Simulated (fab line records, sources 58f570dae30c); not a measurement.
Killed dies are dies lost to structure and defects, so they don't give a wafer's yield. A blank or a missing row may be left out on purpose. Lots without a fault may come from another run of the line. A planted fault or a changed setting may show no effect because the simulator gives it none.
Which tool did it? | flow berkeley_cmos170 | 15 lots, 45 wafers sampled, at 5 steps of a route of 331

WHAT THE GAUGES READ, wafer by wafer
UCB170_ACTIVE_CD_MEAS_13: target cd 1200 nm.
lot  | measured    | on        | cd_nm (nm)
L866 | day 4 22:14 | cd_sem-01 | 1199.4 1199.6 1199.7
L867 | day 5 04:10 | cd_sem-01 | 1200.1 1199.6 1201.0
L868 | day 5 19:11 | cd_sem-01 | 1199.0 1199.3 1200.8
L870 | day 5 19:47 | cd_sem-01 | 1201.1 1201.4 1201.9
L871 | day 6 10:10 | cd_sem-02 | 1202.6 1203.0 1202.5
L873 | day 6 10:37 | cd_sem-02 | 1200.3 1201.8 1199.6
L874 | day 6 16:22 | cd_sem-02 | 1202.3 1202.1 1201.1
L875 | day 7 02:34 | cd_sem-01 | 1201.1 1200.4 1201.6
L876 | day 7 02:52 | cd_sem-02 | 1198.7 1198.2 1197.4
L877 | day 7 02:53 | cd_sem-01 | 1200.8 1200.9 1201.1
L884 | day 8 20:26 | cd_sem-02 | 1201.5 1201.4 1201.5
L885 | day 9 05:02 | cd_sem-01 | 1202.4 1201.3 1200.4
L887 | day 9 14:44 | cd_sem-01 | 1203.7 1204.5 1203.8
L888 | day 9 15:17 | cd_sem-02 | 1200.8 1199.5 1200.4
L886 | day 9 15:33 | cd_sem-01 | 1199.3 1199.7 1200.5

UCB170_SCREENOX_THK_MEAS_02.
lot  | measured     | on            | SCREENOX_OXIDE_THK (nm)
L866 | day 6 06:35  | film_metro-01 | 13.87 13.88 14.02
L867 | day 6 11:38  | film_metro-03 | 14.85 14.61 14.56
L868 | day 7 01:25  | film_metro-01 | 14.70 14.59 14.60
L870 | day 7 01:25  | film_metro-03 | 14.65 14.89 14.67
L871 | day 7 17:01  | film_metro-01 | 13.90 13.91 13.97
L873 | day 7 16:59  | film_metro-02 | 14.37 14.13 14.25
L874 | day 7 21:26  | film_metro-02 | 14.42 14.45 14.36
L875 | day 8 04:31  | film_metro-03 | 19.79 19.64 19.90
L876 | day 8 04:35  | film_metro-03 | 19.62 19.29 19.72
L877 | day 8 04:31  | film_metro-02 | 19.42 19.69 19.59
L884 | day 10 06:02 | film_metro-02 | 14.05 13.94 13.83
L885 | day 10 20:58 | film_metro-03 | 14.42 14.43 14.47
L887 | day 10 20:53 | film_metro-03 | 13.72 13.89 14.26
L888 | day 10 20:53 | film_metro-01 | 14.42 14.33 14.40
L886 | day 10 20:53 | film_metro-02 | 14.24 14.02 14.32

UCB170_M3_CD_MEAS_90: target cd 700 nm.
lot  | measured     | on        | cd_nm (nm)
L866 | day 8 23:50  | cd_sem-02 | 690 698 690
L867 | day 8 23:39  | cd_sem-01 | 709 705 708
L868 | day 9 19:17  | cd_sem-02 | 702 705 698
L870 | day 9 19:04  | cd_sem-01 | 689 696 691
L871 | day 10 21:38 | cd_sem-02 | 708 707 707
L873 | day 10 17:25 | cd_sem-01 | 689 690 687
L874 | day 10 21:29 | cd_sem-02 | 704 704 703
L875 | day 10 19:25 | cd_sem-02 | 707 707 709
L876 | day 10 22:04 | cd_sem-02 | 687 704 704
L877 | day 10 21:25 | cd_sem-01 | 690 702 700
L884 | day 12 18:08 | cd_sem-01 | 700 701 700
L885 | day 13 12:26 | cd_sem-01 | 704 706 706
L887 | day 13 10:11 | cd_sem-02 | 699 694 688
L888 | day 13 11:26 | cd_sem-02 | 708 702 704
L886 | day 13 14:16 | cd_sem-01 | 698 698 688

WHICH TOOL RAN EACH LOT (tool, then ch and the chambers of the sampled wafers, then the start)
lot  | UCB170_SCREENOX_OXIDATION_01  | UCB170_V2_ETCH_14
L866 | furnace-01 ch 0, day 6 04:55  | rie_diel-04 ch 1,2,3, day 8 20:44
L867 | furnace-02 ch 0, day 6 09:58  | rie_diel-03 ch 1,2,3, day 8 20:28
L868 | furnace-02 ch 0, day 6 23:44  | rie_diel-03 ch 1,2, day 9 15:29
L870 | furnace-02 ch 0, day 6 23:44  | rie_diel-04 ch 0,1, day 9 15:10
L871 | furnace-01 ch 0, day 7 15:19  | rie_diel-03 ch 0,1,3, day 10 17:24
L873 | furnace-01 ch 0, day 7 15:19  | rie_diel-01 ch 2,3, day 10 14:18
L874 | furnace-02 ch 0, day 7 19:46  | rie_diel-01 ch 1,3, day 10 16:49
L875 | furnace-01 ch 0, day 8 02:50  | rie_diel-04 ch 0,1,3, day 10 15:46
L876 | furnace-01 ch 0, day 8 02:50  | rie_diel-01 ch 1,2, day 10 17:53
L877 | furnace-01 ch 0, day 8 02:50  | rie_diel-04 ch 0,3, day 10 17:06
L884 | furnace-04 ch 0, day 10 04:23 | rie_diel-03 ch 0,1,2, day 12 15:12
L885 | furnace-04 ch 0, day 10 19:14 | rie_diel-01 ch 0,2,3, day 13 09:30
L887 | furnace-04 ch 0, day 10 19:14 | rie_diel-04 ch 1,2,3, day 13 07:02
L888 | furnace-04 ch 0, day 10 19:14 | rie_diel-04 ch 1,2,3, day 13 08:14
L886 | furnace-04 ch 0, day 10 19:14 | rie_diel-01 ch 0,2, day 13 11:04
- UCB170_SCREENOX_OXIDATION_01: target thk 14.4 nm, ox time 2400 s.
- UCB170_V2_ETCH_14: etches SiO2 in CHF3/CF4/Ar, stops on Al, target depth 1250 nm, time 291 s.

WHAT THE TOOLS THEMSELVES READ (means of the sampled wafers that have a number; where no wafer has one, the mark that the record gives instead)
UCB170_SCREENOX_OXIDATION_01.
lot  | tool       | spike_tc_centre_C (C) | spike_tc_load_C (C) | spike_tc_source_C (C) | tube_center_temp_C (C) | tube_center_temp_C_max | zone_power_load_pct (%)
L866 | furnace-01 | 903.1                 | 929.9               | 926                   | 900.04                 | 902.3                  | 26.5
L867 | furnace-02 | 903.5                 | 928.4               | 917                   | 900.05                 | 902.5                  | 24.1
L868 | furnace-02 | 902.8                 | 928.4               | 917                   | 899.96                 | 902.6                  | 24.3
L870 | furnace-02 | 903.4                 | 929.7               | 917                   | 899.95                 | 902.1                  | 24.2
L871 | furnace-01 | 905.2                 | 929.9               | 924                   | 900.06                 | 902.3                  | 26.4
L873 | furnace-01 | 902.7                 | 930.0               | 924                   | 900.03                 | 902.3                  | 26.4
L874 | furnace-02 | 903.4                 | 927.6               | 917                   | 900.08                 | 902.6                  | 24.4
L875 | furnace-01 | 936.4                 | 962.7               | 958                   | 932.05                 | 934.5                  | 28.9
L876 | furnace-01 | 935.5                 | 961.7               | 958                   | 931.97                 | 933.9                  | 28.7
L877 | furnace-01 | 937.0                 | 962.7               | 957                   | 932.03                 | 934.3                  | 28.8
L884 | furnace-04 | 903.2                 | 925.0               | 925                   | 899.98                 | 902.4                  | 23.8
L885 | furnace-04 | 903.7                 | 925.2               | 927                   | 899.99                 | 902.4                  | 24.0
L887 | furnace-04 | 903.0                 | 924.3               | 925                   | 900.06                 | 902.4                  | 23.7
L888 | furnace-04 | 903.4                 | 925.7               | 926                   | 900.00                 | 902.2                  | 23.8
L886 | furnace-04 | 903.4                 | 925.6               | 925                   | 900.04                 | 902.3                  | 23.9

UCB170_V2_ETCH_14.
lot  | tool        | cf4_flow_sccm (sccm) | drypump_motor_current_A (A) | oes_product_au (a.u.) | throttle_valve_pct (%)
L866 | rie_diel-04 | 15.04                | 5.9                         | 0.865                 | 6.94
L867 | rie_diel-03 | 15.00                | 5.8                         | 0.851                 | 6.95
L868 | rie_diel-03 | 15.07                | 5.7                         | 0.851                 | 7.06
L870 | rie_diel-04 | 15.01                | 6.0                         | 0.865                 | 6.92
L871 | rie_diel-03 | 15.00                | 5.7                         | 0.858                 | 6.89
L873 | rie_diel-01 | 15.01                | 6.1                         | 0.879                 | 6.97
L874 | rie_diel-01 | 15.05                | 5.7                         | 0.895                 | 6.83
L875 | rie_diel-04 | 14.98                | 6.0                         | 0.869                 | 7.01
L876 | rie_diel-01 | 15.03                | 5.4                         | 0.871                 | 6.79
L877 | rie_diel-04 | 15.00                | 5.8                         | 0.872                 | 7.11
L884 | rie_diel-03 | 15.00                | 5.7                         | 0.852                 | 6.99
L885 | rie_diel-01 | 15.00                | 6.0                         | 0.870                 | 7.00
L887 | rie_diel-04 | 15.03                | 5.9                         | 0.867                 | 6.94
L888 | rie_diel-04 | 15.00                | 5.8                         | 0.869                 | 6.95
L886 | rie_diel-01 | 15.02                | 5.9                         | 0.865                 | 7.04

THE ANSWER, worked out from the rows above alone
Rule: what is usual is taken from the lots themselves. Put in order of their means at a reading, lots are off if they are a third of the lots or fewer, leave a main group of 4 or more, and stand apart from it by a gap of 3 or more times the standard deviation of the main group's means; of several such gaps the widest counts. A main group whose means are all the same, to the digits that the tables above print for the reading, isn't used. A lot without any number at a reading at which 4 lots or more have one is off too. The other lots that the step has rows for count as sound. The gauges are gone through in route order, then the tools' own readings, and for those a lot's mean is taken as printed above. The first step at which some lot is off is used, and at that step the reading that is off furthest; a lot without a number counts as furthest.
Off: L875, L876, L877, at UCB170_SCREENOX_THK_MEAS_02 (SCREENOX_OXIDE_THK). The main group: mean 14.29 nm, standard deviation 0.29.
A tool fits if, at a process step before that reading, it ran every lot that is off, and no sound lot after the first of them. The gauges at UCB170_SCREENOX_THK_MEAS_02 aren't tried: what is off there is off at UCB170_SCREENOX_OXIDATION_01 too, on other tools, and a gauge's error can't cause that. One fits: furnace-01 at UCB170_SCREENOX_OXIDATION_01. Its last sound lot is L871 (day 7 15:19), its first lot that is off L875 (day 8 02:50): a fault that began between those two fits.
The tool's own readings at UCB170_SCREENOX_OXIDATION_01 bear it out: on the lots that are off they differ by more than 5 times the standard deviation of the sound lots' means. spike_tc_centre_C reads 936.3 C there against 903.4 C on the sound lots; spike_tc_load_C reads 962.4 C there against 927.5 C on the sound lots; spike_tc_source_C reads 958 C there against 922 C on the sound lots; tube_center_temp_C reads 932.02 C there against 900.02 C on the sound lots; tube_center_temp_C_max reads 934.2 there against 902.4 on the sound lots.

WHAT THE SIMULATOR HAD PUT IN
Process parameter drift: furnace-01, from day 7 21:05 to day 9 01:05, at UCB170_SCREENOX_OXIDATION_01. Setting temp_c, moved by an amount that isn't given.
Lots struck among those shown: L875, L876, L877. The rule above found the same.
